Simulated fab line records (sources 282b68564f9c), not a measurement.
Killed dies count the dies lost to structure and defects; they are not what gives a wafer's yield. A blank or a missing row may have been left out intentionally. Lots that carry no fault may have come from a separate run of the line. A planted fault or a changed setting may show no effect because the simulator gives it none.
Which tool was responsible? / flow rit_cmos / 24 wafers from 8 lots sampled at 2 of the route's 202 steps

WHAT EACH GAUGE READ, for each wafer
RIT_NLDD_OVL_MEAS_06.
lot=L274; measured=day 2 22:53; on=overlay-01; NLDD_OVL (nm)=-1.5 -1.5 -0.7
lot=L276; measured=day 3 08:56; on=overlay-01; NLDD_OVL (nm)=-1.3 1.0 1.1
lot=L279; measured=day 3 23:44; on=overlay-01; NLDD_OVL (nm)=-0.7 -1.4 -1.4
lot=L284; measured=day 5 00:58; on=overlay-02; NLDD_OVL (nm)=1.0 -0.9 0.2
lot=L286; measured=day 5 13:07; on=overlay-02; NLDD_OVL (nm)=-150.0 -148.3 -150.6
lot=L287; measured=day 5 21:22; on=overlay-02; NLDD_OVL (nm)=1.1 1.3 0.8
lot=L292; measured=day 6 16:26; on=overlay-02; NLDD_OVL (nm)=-0.8 -1.5 -0.9
lot=L295; measured=day 7 08:22; on=overlay-02; NLDD_OVL (nm)=-1.1 1.0 -0.8

TOOL THAT RAN EACH LOT (tool first, then ch and the chambers of the sampled wafers, then the start)
lot=L274; RIT_NLDD_EXPOSE_03=iline_stepper-02 ch 0, day 2 22:29
lot=L276; RIT_NLDD_EXPOSE_03=iline_stepper-02 ch 0, day 3 08:32
lot=L279; RIT_NLDD_EXPOSE_03=iline_stepper-01 ch 0, day 3 23:21
lot=L284; RIT_NLDD_EXPOSE_03=iline_stepper-02 ch 0, day 5 00:34
lot=L286; RIT_NLDD_EXPOSE_03=iline_stepper-01 ch 0, day 5 12:44
lot=L287; RIT_NLDD_EXPOSE_03=iline_stepper-02 ch 0, day 5 20:51
lot=L292; RIT_NLDD_EXPOSE_03=iline_stepper-02 ch 0, day 6 16:02
lot=L295; RIT_NLDD_EXPOSE_03=iline_stepper-02 ch 0, day 7 07:58
- RIT_NLDD_EXPOSE_03: exposes mask M7, target cd 40700 nm.

THE ANSWER, worked out from the rows above alone
Rule: usual is defined by the lots themselves. The widest of any qualifying gaps counts: lots, ordered by their means at a reading, are off when they make up no more than a third of the lots, leave a main group of 4 or more, and stand apart from it by 3 or more times the standard deviation of that group's means. If all means in a main group match to the digits the tables above print for the reading, that group is not used. Also off: a lot with no number at a reading for which 4 or more lots have one. All remaining lots with rows at the step are treated as sound.
Off: L286, at RIT_NLDD_OVL_MEAS_06 (NLDD_OVL). Mean -0.3 nm and standard deviation 0.81 in the main group.
If a tool, at a process step before that reading, ran all the lots that are off and no sound lot after the first of them, it fits. The gauges at RIT_NLDD_OVL_MEAS_06 are tried like those tools. One fits: iline_stepper-01 at RIT_NLDD_EXPOSE_03. Its last sound lot is L279 (day 3 23:21), its first lot that is off L286 (day 5 12:44): a fault that began between those two fits.

WHAT WAS PUT IN BY THE SIMULATOR
Scanner matching overlay: iline_stepper-01, from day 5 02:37 on, at RIT_NLDD_EXPOSE_03. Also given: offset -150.
Struck lots among those shown: L286. This agrees with what the rule above found.
